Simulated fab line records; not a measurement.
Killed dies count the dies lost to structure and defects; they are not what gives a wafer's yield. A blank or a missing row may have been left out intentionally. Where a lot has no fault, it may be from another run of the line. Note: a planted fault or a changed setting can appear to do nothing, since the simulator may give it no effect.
fab line records    flow berkeleyCmos170    part 1 of 2: steps 1 to 30 of 43
record lots=5  wafers=15  lastDay=12
route steps=331 shown ACTIVE@60 PFIELD@79 FIELD@89 SACOX@97 SCREENOX@100
lots with no fault: from the same line, run without faults
startH: hours from the record's first day to the start of the lot's first wafer shown    waitH: hours since the lot's step before    " the same as in the row above    L1.1+2: several wafers, shown together as one row    - either no value or no given start    * or withheld: withheld    < > ~ a bound
route shown NAME@n: names a module that has steps shown in the file, with the first one's number in the route    usual: average and standard deviation across the fault-free wafers    same: alike in all rows    chamber/n: place in a boat    sites: the reading at each site    _std_site: the values' standard deviation    _edge_site: outer sites' mean less inner sites'    radiusMm: for every site, how far away it sits from the centre of the wafer    mask NAME#n: copy n    behind: the tool/chamber that last shaped the wafer    hold: why the lot was held/for how many hours/how that ended    device: whichever transistor did not switch (one of n, p or np)    end of line: the same wafers' tests at the end of the route    a step given without rows: its recipe and nothing more    killed: dies lost to structure and defects at the first sort, not the wafer's yield    map: per-die view of a wafer (x killed, . not killed, _ where there is no die)
set.NAME: the setting as run; set.NAME@STEP: as run at that earlier step    model.NAME: the simulator's own value behind a step, which no gauge read
lots seen at some steps along the route; tables by step, rows by wafer
services: from which hour (startH, from the record's first day; less than 0 if before it) a tool's chamber was out of use, for how many hours, and why
## steps
# step UCB170_ACTIVE_CLEAN_00
# recipe chemistry=SPM  tempC=120  timeS=600
lot.wafer   tool         chamber  startH  waitH
L078.1+2+5  wetBench-01  3        94.69   0.0
L082.3+4+6  wetBench-04  0        108.76  0.0
L087.1+2+3  wetBench-04  0        138.15  0.1
L089.2+5+6  wetBench-04  1        157.08  0.0
L091.1+4+6  wetBench-02  3        168.93  0.0
# step UCB170_ACTIVE_CLEAN_01
# recipe chemistry=dHF  dilution=25:1  timeS=60
lot.wafer   tool         chamber  startH  waitH
L078.1+2+5  wetBench-01  1        94.86   0.0
L082.3+4+6  wetBench-01  2        108.95  0.0
L087.1+2+3  wetBench-04  3        138.53  0.0
L089.2+5+6  wetBench-04  1        157.26  0.0
L091.1+4+6  wetBench-02  3        169.11  0.0
# step UCB170_ACTIVE_OXIDATION_02
# recipe tempC=1000  ambient=O2  targetThkA=264  oxTimeS=1260
# usual spikeTcCentreC=1002.6/1.4
lot.wafer  tool        chamber  startH  waitH  spikeTcCentreC
L078.1     furnace-01  0        98.26   3.4    1003.4
L078.2     "           0        "       "      1001.1
L078.5     "           0        "       "      1005.0
L082.3     furnace-02  0        113.34  4.4    1005.4
L082.4     "           0        "       "      1001.9
L082.6     "           0        "       "      1003.8
L087.1     furnace-04  0        143.85  5.3    1001.8
L087.2     "           0        "       "      1001.6
L087.3     "           0        "       "      1000.5
L089.2     furnace-02  0        161.39  4.1    1004.9
L089.5     "           0        "       "      1003.4
L089.6     "           0        "       "      1002.1
L091.1     furnace-02  0        172.01  2.9    1003.1
L091.4     "           0        "       "      1003.7
L091.6     "           0        "       "      1002.1
# step UCB170_ACTIVE_THK_MEAS_03
# recipe reads=SiO2_of_ACTIVE_OXIDATION_02
# usual ACTIVE_OXIDE_THK=26.5/0.54
lot.wafer  tool          chamber  startH  waitH  ACTIVE_OXIDE_THK[nm]
L078.1     filmMetro-01  -        99.67   0.1    27.4
L078.2     "             -        "       "      27.6
L078.5     "             -        "       "      27.2
L082.3     filmMetro-03  -        114.71  0.0    26.6
L082.4     "             -        "       "      26.3
L082.6     "             -        "       "      26.5
L087.1     filmMetro-01  -        145.20  0.0    26.6
L087.2     "             -        "       "      26.5
L087.3     "             -        "       "      26.8
L089.2     filmMetro-03  -        162.75  0.0    27.3
L089.5     "             -        "       "      26.8
L089.6     "             -        "       "      27.0
L091.1     filmMetro-01  -        173.36  0.0    26.8
L091.4     "             -        "       "      26.4
L091.6     "             -        "       "      26.6
# step UCB170_ACTIVE_ANNEAL_04
# recipe tempC=1000  timeS=900  ambient=N2
# usual spikeTcCentreC=1002.5/1.4
lot.wafer  tool        chamber  startH  waitH  spikeTcCentreC
L078.1     furnace-04  0        104.98  5.3    1000.8
L078.2     "           0        "       "      1002.0
L078.5     "           0        "       "      1002.0
L082.3     furnace-02  0        118.69  4.0    1005.4
L082.4     "           0        "       "      1002.0
L082.6     "           0        "       "      1003.7
L087.1     furnace-04  0        149.38  4.2    1000.2
L087.2     "           0        "       "      1000.9
L087.3     "           0        "       "      1000.0
L089.2     furnace-02  0        166.84  4.1    1004.1
L089.5     "           0        "       "      1002.5
L089.6     "           0        "       "      1003.3
L091.1     furnace-02  0        177.61  4.2    1003.8
L091.4     "           0        "       "      1002.8
L091.6     "           0        "       "      1004.7
# step UCB170_ACTIVE_CVD_05
# recipe material=Si3N4  targetThkNm=220  tempC=800  precursor=SiH2Cl2/NH3  timeS=3300  pressureMtorr=200  sih2cl2FlowSccm=25  nh3FlowSccm=75
# usual spikeTcCentreC=801.1/1.9
lot.wafer  tool      chamber  startH  waitH  spikeTcCentreC
L078.1     lpcvd-01  0        106.23  0.0    802.8
L078.2     "         0        "       "      802.4
L078.5     "         0        "       "      802.7
L082.3     lpcvd-02  1        120.24  0.3    800.0
L082.4     "         1        "       "      799.1
L082.6     "         1        "       "      798.6
L087.1     lpcvd-02  0        151.36  0.7    803.8
L087.2     "         0        "       "      803.2
L087.3     "         0        "       "      803.8
L089.2     lpcvd-02  1        170.39  2.3    799.2
L089.5     "         1        "       "      800.4
L089.6     "         1        "       "      799.5
L091.1     lpcvd-02  0        179.54  0.7    801.9
L091.4     "         0        "       "      802.3
L091.6     "         0        "       "      803.2
# step UCB170_ACTIVE_THK_MEAS_06
# recipe reads=Si3N4_of_ACTIVE_CVD_05
# usual ACTIVE_NITRIDE_THK=220.4/1.8
lot.wafer  tool          chamber  startH  waitH  ACTIVE_NITRIDE_THK[nm]
L078.1     filmMetro-01  -        108.14  0.0    216.6
L078.2     "             -        "       "      219.0
L078.5     "             -        "       "      218.3
L082.3     filmMetro-04  -        122.18  0.0    218.7
L082.4     "             -        "       "      217.2
L082.6     "             -        "       "      218.0
L087.1     filmMetro-04  -        153.28  0.0    222.7
L087.2     "             -        "       "      221.2
L087.3     "             -        "       "      221.4
L089.2     filmMetro-03  -        172.31  0.0    219.9
L089.5     "             -        "       "      220.5
L089.6     "             -        "       "      219.7
L091.1     filmMetro-03  -        181.52  0.1    220.2
L091.4     "             -        "       "      221.0
L091.6     "             -        "       "      221.3
# step UCB170_ACTIVE_HMDS_07
# recipe primeTimeS=60  primeTempC=100
lot.wafer   tool           chamber  startH  waitH
L078.1+2+5  lithoTrack-04  0        108.26  0.1
L082.3+4+6  lithoTrack-04  0        122.84  0.6
L087.1+2+3  lithoTrack-04  0        154.19  0.9
L089.2+5+6  lithoTrack-03  0        172.62  0.3
L091.1+4+6  lithoTrack-03  0        181.98  0.4
# step UCB170_ACTIVE_COAT_08
# recipe resist=KrF  spinRpm=1500  resistThkNm=890
# usual spinSpeedRpm=1499.9/1
lot.wafer  tool           chamber  startH  waitH  spinSpeedRpm
L078.1     lithoTrack-04  0        108.41  0.1    1499.9
L078.2     "              0        "       "      1501.5
L078.5     "              0        "       "      1501.4
L082.3     lithoTrack-04  0        122.99  0.1    1501.1
L082.4     "              0        "       "      1498.7
L082.6     "              0        "       "      1498.0
L087.1     lithoTrack-04  0        154.34  0.1    1499.0
L087.2     "              0        "       "      1496.7
L087.3     "              0        "       "      1498.9
L089.2     lithoTrack-03  0        172.77  0.1    1500.6
L089.5     "              0        "       "      1499.9
L089.6     "              0        "       "      1500.0
L091.1     lithoTrack-03  0        182.13  0.1    1499.4
L091.4     "              0        "       "      1498.4
L091.6     "              0        "       "      1500.6
# step UCB170_ACTIVE_SOFTBAKE_09
# recipe resist=KrF  tempC=130  timeS=60
lot.wafer   tool           chamber  startH  waitH
L078.1+2+5  lithoTrack-04  0        108.56  0.1
L082.3+4+6  lithoTrack-04  0        123.14  0.1
L087.1+2+3  lithoTrack-04  0        154.49  0.1
L089.2+5+6  lithoTrack-03  0        172.92  0.1
L091.1+4+6  lithoTrack-03  0        182.28  0.1
# step UCB170_ACTIVE_EXPOSE_10
# recipe maskId=ACTIVE  targetCdNm=1200  na=0.5  sigmaOuter=0.6  sourceShape=conventional  doseMj=20
lot.wafer   tool           chamber  startH  waitH  mask
L078.1+2+5  krfScanner-02  0        108.90  0.3    ACTIVE#0
L082.3+4+6  krfScanner-01  0        123.27  0.1    ACTIVE#0
L087.1+2+3  krfScanner-01  0        154.85  0.3    ACTIVE#0
L089.2+5+6  krfScanner-01  0        173.07  0.1    ACTIVE#0
L091.1+4+6  krfScanner-01  0        182.65  0.3    ACTIVE#0
# step UCB170_ACTIVE_PEB_11
# recipe pebTempC=130  pebTimeS=withheld  resist=KrF
lot.wafer   tool           chamber  startH  waitH
L078.1+2+5  lithoTrack-03  0        109.28  0.4
L082.3+4+6  lithoTrack-04  0        123.56  0.3
L087.1+2+3  lithoTrack-03  0        155.16  0.3
L089.2+5+6  lithoTrack-04  0        173.19  0.1
L091.1+4+6  lithoTrack-03  0        182.80  0.1
# step UCB170_ACTIVE_DEVELOP_12
# recipe developer=TMAH  developTimeS=43.75  resist=KrF  devTempC=21
lot.wafer   tool           chamber  startH  waitH
L078.1+2+5  lithoTrack-03  0        -       -
L082.3+4+6  lithoTrack-04  0        -       -
L087.1+2+3  lithoTrack-03  0        -       -
L089.2+5+6  lithoTrack-04  0        -       -
L091.1+4+6  lithoTrack-03  0        -       -
# step UCB170_ACTIVE_CD_MEAS_13
# recipe targetCdNm=1200
# usual cdNm=1199.2/1.4
lot.wafer  tool      chamber  startH  waitH  cdNm
L078.1     cdSem-02  -        109.56  -      1197.6
L078.2     "         -        "       "      1197.5
L078.5     "         -        "       "      1199.4
L082.3     cdSem-02  -        123.83  -      1200.7
L082.4     "         -        "       "      1199.0
L082.6     "         -        "       "      1198.1
L087.1     cdSem-01  -        155.58  -      1200.7
L087.2     "         -        "       "      1201.6
L087.3     "         -        "       "      1201.2
L089.2     cdSem-01  -        173.46  -      1196.5
L089.5     "         -        "       "      1197.5
L089.6     "         -        "       "      1196.1
L091.1     cdSem-01  -        183.08  -      1199.7
L091.4     "         -        "       "      1199.9
L091.6     "         -        "       "      1198.5
# step UCB170_ACTIVE_OVL_MEAS_14
# usual ACTIVE_OVL=-2/6.7
lot.wafer  tool        chamber  startH  waitH  ACTIVE_OVL[nm]
L078.1     overlay-01  -        109.68  0.1    7
L078.2     "           -        "       "      11
L078.5     "           -        "       "      5
L082.3     overlay-02  -        123.92  0.1    -4
L082.4     "           -        "       "      -1
L082.6     "           -        "       "      -3
L087.1     overlay-01  -        155.70  0.1    -6
L087.2     "           -        "       "      0
L087.3     "           -        "       "      4
L089.2     overlay-01  -        173.57  0.1    -1
L089.5     "           -        "       "      -3
L089.6     "           -        "       "      -5
L091.1     overlay-02  -        183.20  0.1    -7
L091.4     "           -        "       "      0
L091.6     "           -        "       "      -4
# step UCB170_ACTIVE_ETCH_15
# recipe chemistry=CH3F/Ar/O2  target=Si3N4  stopOn=SiO2  CH3F_flow_sccm=20  Ar_flow_sccm=50  O2_flow_sccm=7  pressureMtorr=50  rfW=450  targetDepthA=2420  overEtchFrac=0.1  timeS=151
# usual drypumpMotorCurrentA=5.6/0.48  oesProductAu=0.941/0.012  rfFwdPowerW=447.8/1.5  throttleValvePct=8.06/0.065
lot.wafer  tool        chamber  startH  waitH  drypumpMotorCurrentA  oesProductAu  rfFwdPowerW  rfHoursCounterH  throttleValvePct
L078.1     rieDiel-04  0        109.71  0.0    5.9                   0.940         448.3        9                7.95
L078.2     "           3        "       "      5.7                   0.923         446.1        130              8.18
L078.5     "           1        "       "      6.5                   0.951         449.4        -                8.03
L082.3     rieDiel-02  3        123.94  0.0    4.9                   0.943         448.9        85               8.08
L082.4     "           0        "       "      5.8                   0.924         448.2        8                8.05
L082.6     "           3        "       "      4.9                   0.938         448.7        -                8.08
L087.1     rieDiel-01  1        155.73  0.0    5.1                   0.942         448.0        16               8.07
L087.2     "           0        "       "      5.4                   0.947         448.6        76               8.02
L087.3     "           3        "       "      5.1                   0.932         448.8        122              8.05
L089.2     rieDiel-02  0        173.60  0.0    5.7                   0.928         447.6        9                8.07
L089.5     "           3        "       "      4.8                   0.948         447.2        -                8.07
L089.6     "           2        "       "      6.1                   0.912         453.0        -                8.15
L091.1     rieDiel-02  3        183.23  0.0    4.8                   0.952         450.0        89               8.10
L091.4     "           0        "       "      5.8                   0.936         450.1        10               8.07
L091.6     "           0        "       "      5.8                   0.935         449.1        -                8.06
# step UCB170_ACTIVE_STRIP_16
# recipe chemistry=O2  powerW=400  pressureMtorr=3500  platenTempC=withheld  o2FlowSccm=400  overashFraction=0.5
# usual drypumpMotorCurrentA=5.4/0.37  oesProductAu=0.721/0.0045  stripTimeToEndpointS=17.91/0.089
lot.wafer  tool            chamber  startH  waitH  drypumpMotorCurrentA  oesProductAu  rfHoursCounterH  stripTimeToEndpointS
L078.1     plasmaAsher-01  0        109.81  0.1    5.0                   0.722         36               17.94
L078.2     "               1        "       "      5.6                   0.723         36               17.89
L078.5     "               1        "       "      5.6                   0.724         -                17.90
L082.3     plasmaAsher-04  0        124.07  0.1    6.1                   0.723         -                17.94
L082.4     "               1        "       "      5.5                   0.719         -                17.94
L082.6     "               1        "       "      5.5                   0.715         -                17.91
L087.1     plasmaAsher-04  0        155.83  0.1    6.1                   0.725         5                17.89
L087.2     "               1        "       "      5.5                   0.726         5                17.96
L087.3     "               0        "       "      6.0                   0.717         -                17.95
L089.2     plasmaAsher-03  1        173.70  0.1    5.0                   0.721         39               18.06
L089.5     "               1        "       "      5.1                   0.721         -                18.08
L089.6     "               0        "       "      5.8                   0.725         -                18.06
L091.1     plasmaAsher-03  1        183.33  0.1    5.1                   0.722         40               17.89
L091.4     "               1        "       "      5.0                   0.717         -                17.90
L091.6     "               1        "       "      5.1                   0.723         -                17.83
# step UCB170_ACTIVE_CD_MEAS_90
# recipe targetCdNm=1200
# usual cdNm=1199.2/1.4
lot.wafer  tool      chamber  startH  waitH  cdNm
L078.1     cdSem-01  -        109.95  0.1    1197.4
L078.2     "         -        "       "      1197.8
L078.5     "         -        "       "      1199.2
L082.3     cdSem-01  -        124.18  0.1    1200.4
L082.4     "         -        "       "      1198.9
L082.6     "         -        "       "      1198.3
L087.1     cdSem-02  -        156.00  0.1    1200.7
L087.2     "         -        "       "      1201.3
L087.3     "         -        "       "      1201.2
L089.2     cdSem-02  -        173.83  0.1    1196.4
L089.5     "         -        "       "      1197.6
L089.6     "         -        "       "      1196.1
L091.1     cdSem-01  -        183.43  0.1    1199.2
L091.4     "         -        "       "      1199.9
L091.6     "         -        "       "      1198.7
# step UCB170_ACTIVE_CLEAN_17
# recipe chemistry=SPM  tempC=120  timeS=600
lot.wafer   tool         chamber  startH  waitH
L078.1+2+5  wetBench-01  3        110.07  0.1
L082.3+4+6  wetBench-02  3        125.26  1.1
L087.1+2+3  wetBench-01  1        156.21  0.2
L089.2+5+6  wetBench-02  0        173.93  0.1
L091.1+4+6  wetBench-04  0        185.91  2.5
# step UCB170_PFIELD_HMDS_00
# recipe primeTimeS=60  primeTempC=100
lot.wafer   tool           chamber  startH  waitH
L078.1+2+5  lithoTrack-04  0        110.26  0.0
L082.3+4+6  lithoTrack-04  0        125.76  0.3
L087.1+2+3  lithoTrack-04  0        156.45  0.0
L089.2+5+6  lithoTrack-01  0        174.33  0.2
L091.1+4+6  lithoTrack-03  0        186.42  0.3
# step UCB170_PFIELD_COAT_01
# recipe resist=KrF  spinRpm=1500  resistThkNm=900
# usual spinSpeedRpm=1500.0/1.1
lot.wafer  tool           chamber  startH  waitH  spinSpeedRpm
L078.1     lithoTrack-04  0        110.41  0.1    1500.2
L078.2     "              0        "       "      1499.7
L078.5     "              0        "       "      1501.4
L082.3     lithoTrack-04  0        125.91  0.1    1499.5
L082.4     "              0        "       "      1498.7
L082.6     "              0        "       "      1499.2
L087.1     lithoTrack-04  0        156.60  0.1    1499.6
L087.2     "              0        "       "      1499.0
L087.3     "              0        "       "      1500.2
L089.2     lithoTrack-01  0        174.48  0.1    1500.6
L089.5     "              0        "       "      1501.3
L089.6     "              0        "       "      1499.8
L091.1     lithoTrack-03  0        186.57  0.1    1499.9
L091.4     "              0        "       "      1502.6
L091.6     "              0        "       "      1501.3
# step UCB170_PFIELD_SOFTBAKE_02
# recipe resist=KrF  tempC=130  timeS=60
lot.wafer   tool           chamber  startH  waitH
L078.1+2+5  lithoTrack-04  0        110.56  0.1
L082.3+4+6  lithoTrack-04  0        126.06  0.1
L087.1+2+3  lithoTrack-04  0        156.75  0.1
L089.2+5+6  lithoTrack-01  0        174.63  0.1
L091.1+4+6  lithoTrack-03  0        186.72  0.1
# step UCB170_PFIELD_EXPOSE_03
# recipe maskId=PFIELD  na=0.5  sigmaOuter=0.6  sourceShape=conventional  targetCdNm=1500  doseMj=30
lot.wafer   tool           chamber  startH  waitH  mask
L078.1+2+5  krfScanner-02  0        110.86  0.3    PFIELD#0
L082.3+4+6  krfScanner-02  0        126.20  0.1    PFIELD#0
L087.1+2+3  krfScanner-01  0        157.09  0.3    PFIELD#0
L089.2+5+6  krfScanner-02  0        174.90  0.2    PFIELD#0
L091.1+4+6  krfScanner-01  0        186.99  0.2    PFIELD#0
# step UCB170_PFIELD_PEB_04
# recipe pebTempC=130  pebTimeS=withheld  resist=KrF
lot.wafer   tool           chamber  startH  waitH
L078.1+2+5  lithoTrack-01  0        111.26  0.4
L082.3+4+6  lithoTrack-03  0        126.88  0.7
L087.1+2+3  lithoTrack-03  0        157.21  0.1
L089.2+5+6  lithoTrack-03  0        175.03  0.1
L091.1+4+6  lithoTrack-03  0        187.59  0.6
# step UCB170_PFIELD_DEVELOP_05
# recipe developer=TMAH  developTimeS=45  resist=KrF  devTempC=21
lot.wafer   tool           chamber  startH  waitH
L078.1+2+5  lithoTrack-01  0        -       -
L082.3+4+6  lithoTrack-03  0        -       -
L087.1+2+3  lithoTrack-03  0        -       -
L089.2+5+6  lithoTrack-03  0        -       -
L091.1+4+6  lithoTrack-03  0        -       -
# step UCB170_PFIELD_OVL_MEAS_06
# usual PFIELD_OVL=-1/6.3
lot.wafer  tool        chamber  startH  waitH  PFIELD_OVL[nm]
L078.1     overlay-02  -        111.53  -      3
L078.2     "           -        "       "      -8
L078.5     "           -        "       "      7
L082.3     overlay-01  -        127.11  -      -5
L082.4     "           -        "       "      3
L082.6     "           -        "       "      -3
L087.1     overlay-01  -        157.48  -      -7
L087.2     "           -        "       "      -9
L087.3     "           -        "       "      -4
L089.2     overlay-02  -        175.28  -      0
L089.5     "           -        "       "      -10
L089.6     "           -        "       "      5
L091.1     overlay-01  -        187.87  -      -6
L091.4     "           -        "       "      -9
L091.6     "           -        "       "      -8
# step UCB170_PFIELD_IMPLANT_07
# recipe species=B  doseCm2=2e+13  energyKev=80  tiltDeg=7
# usual endStationPressureTorr=5.08e-06/2.6e-07  faradayCurrentUA=63.5/1.2
lot.wafer  tool          chamber  startH  waitH  endStationPressureTorr  faradayCurrentUA
L078.1     implanter-03  0        111.57  0.0    5.21e-06                64.1
L078.2     "             0        "       "      5.11e-06                63.0
L078.5     "             0        "       "      5.22e-06                64.4
L082.3     implanter-02  0        127.19  0.1    4.94e-06                61.6
L082.4     "             0        "       "      4.94e-06                61.9
L082.6     "             0        "       "      5.07e-06                64.5
L087.1     implanter-02  0        157.52  0.0    4.69e-06                63.7
L087.2     "             0        "       "      5.36e-06                62.4
L087.3     "             0        "       "      4.81e-06                64.2
L089.2     implanter-01  0        175.34  0.0    5.04e-06                63.0
L089.5     "             0        "       "      5.13e-06                64.6
L089.6     "             0        "       "      5.3e-06                 64.2
L091.1     implanter-01  0        187.90  0.0    5.25e-06                63.4
L091.4     "             0        "       "      5.25e-06                62.0
L091.6     "             0        "       "      5.38e-06                64.1
# step UCB170_PFIELD_STRIP_08
# recipe chemistry=O2  powerW=400  pressureMtorr=3500  platenTempC=withheld  o2FlowSccm=400  overashFraction=0.5
# usual drypumpMotorCurrentA=5.8/0.49  oesProductAu=0.735/0.0044  stripTimeToEndpointS=21.68/0.057
lot.wafer  tool            chamber  startH  waitH  drypumpMotorCurrentA  oesProductAu  rfHoursCounterH  stripTimeToEndpointS
L078.1     plasmaAsher-03  1        111.72  0.1    5.1                   0.732         32               21.75
L078.2     "               0        "       "      5.8                   0.735         32               21.72
L078.5     "               0        "       "      5.8                   0.734         -                21.64
L082.3     plasmaAsher-03  1        127.32  0.1    5.1                   0.738         -                21.62
L082.4     "               0        "       "      5.8                   0.737         -                21.58
L082.6     "               1        "       "      5.1                   0.732         -                21.62
L087.1     plasmaAsher-03  0        157.67  0.1    5.8                   0.733         37               21.70
L087.2     "               1        "       "      5.1                   0.733         37               21.79
L087.3     "               1        "       "      5.1                   0.736         -                21.76
L089.2     plasmaAsher-04  1        175.46  0.1    5.5                   0.733         8                21.61
L089.5     "               0        "       "      6.1                   0.738         -                21.57
L089.6     "               1        "       "      5.5                   0.734         -                21.60
L091.1     plasmaAsher-02  1        188.05  0.1    6.0                   0.738         46               21.72
L091.4     "               1        "       "      6.0                   0.729         -                21.73
L091.6     "               0        "       "      6.7                   0.729         -                21.64
# step UCB170_PFIELD_TW_MEAS_09
# usual PFIELD_TW=602/3
lot.wafer  tool          chamber  startH  waitH  PFIELD_TW
L078.1     filmMetro-03  -        111.82  0.1    599
L078.2     "             -        "       "      603
L078.5     "             -        "       "      602
L082.3     filmMetro-02  -        127.41  0.1    603
L082.4     "             -        "       "      599
L082.6     "             -        "       "      599
L087.1     filmMetro-02  -        157.77  0.1    599
L087.2     "             -        "       "      601
L087.3     "             -        "       "      600
L089.2     filmMetro-03  -        175.57  0.1    603
L089.5     "             -        "       "      601
L089.6     "             -        "       "      599
L091.1     filmMetro-02  -        188.15  0.1    599
L091.4     "             -        "       "      599
L091.6     "             -        "       "      602
# step UCB170_FIELD_CLEAN_00
# recipe chemistry=dHF  dilution=25:1  timeS=7.5
lot.wafer   tool         chamber  startH  waitH
L078.1+2+5  wetBench-02  0        111.88  0.1
L082.3+4+6  wetBench-03  3        127.45  0.0
L087.1+2+3  wetBench-03  3        157.83  0.1
L089.2+5+6  wetBench-03  3        175.62  0.0
L091.1+4+6  wetBench-03  0        188.21  0.1
